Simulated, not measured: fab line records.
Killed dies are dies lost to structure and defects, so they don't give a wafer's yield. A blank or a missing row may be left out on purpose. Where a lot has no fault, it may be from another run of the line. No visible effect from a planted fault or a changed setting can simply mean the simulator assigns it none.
Struck lot and sound lot, side by side || flow rit-cmos || 17 steps out of a route of 202
Sound: the wafers L873.4, L873.5, L873.6. Struck: wafers L863.3, L863.4, L863.5. The cause is named last.
At each step with rows: each side's tool, then ch and its chambers, then its first start. Under that, the readings that differ: sound wafers || struck wafers || difference of the means || sigmas: that difference in standard deviations of wafers without a fault.
alike: words and numbers the same on both sides, and readings whose means are apart by under 2 such deviations; not compared: readings that were withheld, readings missing a value for some wafer, numbers with overlapping values and no deviation given by the record, and bounds like >300 which may hide the same value.
The two part at a step that has a row with sigmas, a row that says differs or no value, or rows on one side only. Numbers that have no deviation but don't overlap get no sigmas and don't part them. Lack of a reading on every wafer of one side parts them only where that side has two or more wafers.

first, 4 steps without rows for these wafers: RIT_PLDD_SOFTBAKE_02 (time 60 s); RIT_PLDD_EXPOSE_03 (exposes mask M8, target cd 40900 nm); RIT_PLDD_PEB_04; RIT_PLDD_DEVELOP_05 (develop time 50 s).
RIT_PLDD_OVL_MEAS_06:
  sound on overlay-01 at day 6 18:09; struck on overlay-02 at day 4 15:20
  alike: PLDD_OVL
then, 2 steps without rows for these wafers: RIT_PLDD_HARDBAKE_07 (time 60 s); RIT_PLDD_IMPLANT_08.
RIT_PLDD_STRIP_09: strips in O2, time 180 s.
  sound on plasma-asher-04 ch 0,1, day 6 18:32; struck on plasma-asher-04 ch 0,1, day 4 15:43
  alike: drypump-motor-current-A
  not compared: rf-hours-counter-h
RIT_PLDD_TW_MEAS_10:
  sound on film-metro-02 at day 6 18:41; struck on film-metro-02 at day 4 15:51
  alike: PLDD_TW
then, 3 steps without rows for these wafers: RIT_SPACER_CLEAN_00 (cleans in SC1, time 600 s); RIT_SPACER_CLEAN_01 (cleans in dHF, time 30 s); RIT_SPACER_CLEAN_02 (cleans in SC2, time 600 s).
RIT_SPACER_CVD_03: deposits Si3N4 from SiH2Cl2/NH3, target thk 250 nm, time 3300 s.
  sound on lpcvd-01 ch 0, day 6 19:05; struck on lpcvd-02 ch 0, day 4 16:16
  alike: nh3-flow-sccm, zone-power-load-pct
RIT_SPACER_THK_MEAS_04:
  sound on film-metro-01 at day 6 21:02; struck on film-metro-01 at day 4 18:12
{"reading": "SPACER_NITRIDE_THK (nm)", "sound": "248.5 246.3 247.7", "struck": "208.3 212.6 212.7", "difference": -36.3, "sigmas": -17}
RIT_SPACER_ETCHBACK_05: etches Si3N4 in SF6/CHF3, stops on SiO2, target depth 250 nm, time 240 s.
  sound on rie-diel-04 ch 1,2,3, day 6 21:08; struck on rie-diel-01 ch 0,1,2, day 4 18:14
{"reading": "oes-product-au (a.u.)", "sound": "0.818 0.856 0.856", "struck": "0.749 0.741 0.748", "difference": -0.097, "sigmas": -7}
  alike: drypump-motor-current-A, throttle-valve-pct
  not compared: rf-hours-counter-h
then, 1 step without rows for these wafers: RIT_NSD_HMDS_00 (prime time 60 s).
RIT_M1_PROBE_99:
  the record holds rows for the sound wafers here (prober-01, day 7 09:49) but none for the struck ones

## WHERE THEY PART
First at RIT_SPACER_THK_MEAS_04; last, within this record, at RIT_M1_PROBE_99.

WHY: whatever the simulator had introduced
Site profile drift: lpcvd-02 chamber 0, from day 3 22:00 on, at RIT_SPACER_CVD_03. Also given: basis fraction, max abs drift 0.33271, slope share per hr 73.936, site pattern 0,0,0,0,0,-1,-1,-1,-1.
